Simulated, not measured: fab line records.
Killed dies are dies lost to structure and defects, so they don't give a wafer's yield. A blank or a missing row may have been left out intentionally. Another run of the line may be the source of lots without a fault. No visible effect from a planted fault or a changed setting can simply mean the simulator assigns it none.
A lot that was struck, set against a sound lot ; flow rit cmos ; 20 steps out of a route of 202
Sound: the wafers L965.3, L965.4, L965.6. Wafers struck: L976.3, L976.5, L976.6. At the end, the cause is stated.
Each step with rows lists, per side, the tool, then ch with its chambers, then its first start. Under that, the readings that differ: sound wafers ; struck wafers ; difference of the means ; sigmas: that difference in standard deviations of wafers without a fault.
alike: readings whose means differ by less than 2 such deviations, and words and numbers that are the same on both sides. not compared: withheld readings, readings that some wafer has no value for, bounds like >300 that may hide the same value, and numbers for which the record gives no deviation and whose values overlap.
A row with sigmas, a row that says differs or no value, or rows on one side alone: a step with any of these is where the two part. Numbers that have no deviation but don't overlap get no sigmas and don't part them. A reading that every wafer of one side lacks parts them only if that side has two wafers or more.

RIT_ACTIVE_BOW_MEAS_00:
  sound on film metro-02, day 1 20:02; struck on film metro-04, day 4 03:02
  alike: INCOMING_BOW
then, 1 step without rows for these wafers: RIT_ACTIVE_OXIDATION_01 (target thk 46.8 nm, ox time 3360 s).
RIT_ACTIVE_THK_MEAS_02:
  sound on film metro-03, day 1 22:46; struck on film metro-04, day 4 06:59
  alike: ACTIVE_OXIDE_THK
RIT_ACTIVE_CVD_03: deposits Si3N4 from SiH2Cl2/NH3, target thk 150 nm, time 1500 s.
  sound on lpcvd-01 ch 0, day 1 22:49; struck on lpcvd-01 ch 0, day 4 07:01
reading;sound;struck;difference;sigmas
spike tc centre C (C);809.0 811.4 811.0;895.9 895.1 894.1;+84.6;+47
spike tc load C (C);831.2 833.0 832.9;920.2 918.5 918.3;+86.6;+54
spike tc source C (C);832.4 834.8 833.8;919.5 921.0 920.4;+86.6;+39
susceptor temp C (C);810.8 810.1 809.8;894.9 894.6 895.2;+84.7;+99 or more
zone power source pct (%);20.0 20.1 19.9;25.2 25.2 25.1;+5.2;+3
model.Si3N4_of_ACTIVE_CVD_03.thk nm (nm);149.4 150.8 149.7;252.1 251.9 249.9;+101.3;
RIT_ACTIVE_THK_MEAS_04:
  sound on film metro-04, day 2 00:14; struck on film metro-02, day 4 08:28
reading;sound;struck;difference;sigmas
ACTIVE_NITRIDE_THK (nm);149.5 150.8 149.6;252.3 252.0 250.0;+101.5;+78
then, 6 steps without rows for these wafers: RIT_ACTIVE_HMDS_05 (prime time 60 s); RIT_ACTIVE_COAT_06 (resist thk 1000 nm); RIT_ACTIVE_SOFTBAKE_07 (time 60 s); RIT_ACTIVE_EXPOSE_08 (exposes mask M1, target cd 1400 nm); RIT_ACTIVE_PEB_09; RIT_ACTIVE_DEVELOP_10 (develop time 50 s).
RIT_ACTIVE_CD_MEAS_11 targets a cd of 1400 nm.
  sound on cd sem-01, day 2 01:18; struck on cd sem-01, day 4 09:23
reading;sound;struck;difference;sigmas
cd nm (nm);1404.0 1402.9 1404.5;1399.1 1397.6 1398.8;-5.3;-2
then, 1 step without rows for these wafers: RIT_ACTIVE_HARDBAKE_12 (time 60 s).
RIT_ACTIVE_ETCH_13: etches Si3N4 in SF6, stops on SiO2, time 210 s, target depth 210 nm.
  sound on rie diel-03 ch 0,1, day 2 01:32; struck on rie diel-01 ch 0,1, day 4 09:37
reading;sound;struck;difference;sigmas
oes product au (a.u.);0.821 0.821 0.816;1.019 1.035 1.014;+0.203;+16
model.etch.depth nm (nm);149.4 150.8 149.7;218 219.2 213.2;+67;
model.ACTIVE.feature depth nm (nm);149.4 150.8 149.7;218 219.2 213.2;+67;
  alike: drypump motor current A, throttle valve pct
  not compared: rf hours counter h
RIT_ACTIVE_STRIP_14: strips in O2, time 180 s.
  sound on plasma asher-01 ch 0,1, day 2 01:43; struck on plasma asher-03 ch 0,1, day 4 09:49
  alike: drypump motor current A
  not compared: rf hours counter h
RIT_ACTIVE_CD_MEAS_90 targets a cd of 1400 nm.
  sound on cd sem-01, day 2 01:53; struck on cd sem-01, day 4 09:58
reading;sound;struck;difference;sigmas
cd nm (nm);1404.5 1403.4 1404.4;1399.1 1397.6 1398.8;-5.6;-2
then, 1 step without rows for these wafers: RIT_ACTIVE_CLEAN_15 (cleans in SC1, time 600 s).
RIT_ACTIVE_CLEAN_16: cleans in dHF, time 30 s.
  sound on wet bench-02 ch 3, day 2 02:08; struck on wet bench-04 ch 2, day 4 10:13
reading;sound;struck;difference;sigmas
model.Si3N4_of_ACTIVE_CVD_03.thk nm (nm);148.6 150 148.8;251.2 251 249.1;+101.3;
then, 1 step without rows for these wafers: RIT_ACTIVE_CLEAN_17 (cleans in SC2, time 600 s).
RIT_M1_PROBE_99:
  rows exist in the record for the struck wafers here (prober-02, day 6 05:09), but not for the sound ones

## WHERE THEY PART
Last at RIT_M1_PROBE_99 as far as this record goes, first at RIT_ACTIVE_CVD_03.

WHY: what the simulator had put in
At RIT_ACTIVE_CVD_03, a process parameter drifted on lpcvd-01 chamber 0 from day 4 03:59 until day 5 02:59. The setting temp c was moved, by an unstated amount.
